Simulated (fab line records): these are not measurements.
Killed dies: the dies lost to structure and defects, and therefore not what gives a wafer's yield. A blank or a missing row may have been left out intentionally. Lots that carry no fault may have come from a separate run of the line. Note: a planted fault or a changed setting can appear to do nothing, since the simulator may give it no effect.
Code-filled problem report in 8D (eight disciplines) form	flow berkeley_cmos170	the parts of the form that need people (team, actions taken, sign-off) are left out

1. WHAT WENT WRONG
Mean of oes_product_au at UCB170_M2_STRIP_19: 0.591 a.u. across 5 wafers in 2 lots; on wafers with no fault it is 0.517 a.u. (standard deviation 0.013). Measured from the usual mean, that is +5.7 standard deviations.
The step: strips in O2.
First observed at day 9 19:58: wafer L351.3, on plasma_asher-03. At this step, 42 wafers from 14 lots have a number in the record. By rule, "out" or "out of limits" means more than 4 standard deviations away from the usual mean. All remaining wafers that have a number are taken as sound.

2. WHAT THIS IS AND IS NOT
question	is	is not
which readings at this step	oes_product_au	drypump_motor_current_A
which lots	L351, L354	L341, L343, L344, L345, L346, L347, L348, L352, L359, L360, L361, L362
which wafers of those lots	L351.3, L351.5, L354.3, L354.5, L354.6	L351.4
read on which tools	plasma_asher-03	plasma_asher-01, plasma_asher-02
when	from day 9 19:58	up to then (25 sound wafers); but 12 sound wafers of L359, L360, L361, L362 came after

3. THE SUSPECTS, EACH WITH WHAT RULES IT OUT
Counting: any tool at a process step up to the reading remains a suspect provided it ran every lot that is out. Sound lots after the first of them don't rule it out here, since some wafers of a struck lot are sound.
- rtp_anneal-01 at UCB170_SILICIDE_RTA_04 (time 15 s): kept. Ran every lot that is out, first one L351 (day 8 21:32); last sound lot up to then L352 (day 8 20:01).
- rie_diel-04 at UCB170_M1_ETCH_11 (etches BARC in N2/H2): kept. Ran every lot that is out, first one L351 (day 9 07:57); last sound lot up to then L352 (day 9 04:32).
- rie_metal-04 at UCB170_M2_METAL_ETCH_18 (etches Al in Cl2/BCl3, stops on SiO2, target depth 1170 nm, time 201.3 s): kept. Ran every lot that is out, first one L351 (day 9 19:48); last sound lot up to then L347 (day 8 11:32).
- plasma_asher-03 at UCB170_M2_STRIP_19 (strips in O2): kept. Ran every lot that is out, first one L351 (day 9 19:58); last sound lot up to then L348 (day 8 12:11). Its own oes_product_au readings are out on those wafers.
- Within rie_metal-04 at UCB170_M2_METAL_ETCH_18: the wafers that are out ran in chamber 1; their sound lot-mates ran in chamber 0.
Left after counting: rtp_anneal-01 at UCB170_SILICIDE_RTA_04, rie_diel-04 at UCB170_M1_ETCH_11, rie_metal-04 at UCB170_M2_METAL_ETCH_18, plasma_asher-03 at UCB170_M2_STRIP_19.

4. THE CAUSE (what the simulator had put in)
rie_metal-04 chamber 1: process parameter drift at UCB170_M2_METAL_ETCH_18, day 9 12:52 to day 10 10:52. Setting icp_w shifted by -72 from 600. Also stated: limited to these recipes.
Counting left 4 suspects, and this tool is among them.

5. THE CHAIN OF EFFECTS, in route order
Rows list readings where the struck wafers' mean (over those with a number) sits beyond 3 standard deviations from the usual. Readings are gone through only where the record gives a usual standard deviation; hours: the median, over the lots, of the time from a lot's start at the first step in this table giving one to that lot's start at this step; sigmas: the change measured in usual standard deviations.
hours	step	reading	usual	on struck wafers	change	sigmas
0	UCB170_M2_STRIP_19	oes_product_au	0.517 a.u.	0.591	+0.074	+5.7
Its process steps:
- UCB170_M2_STRIP_19: strips in O2.

6. WHAT WOULD HAVE CAUGHT IT SOONER
In this record no reading fell out of limits until day 9 19:58, 7 hours after the fault had begun at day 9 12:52.
Tool readings at UCB170_M2_METAL_ETCH_18 with a usual standard deviation given in the record: none out on any struck wafer, hence no alarm at a limit of 4 standard deviations on them.
L354, from the lots that are out (2), started UCB170_M2_METAL_ETCH_18 on rie_metal-04 later than day 9 19:58. Had the tool been put on hold then, it would have been spared.
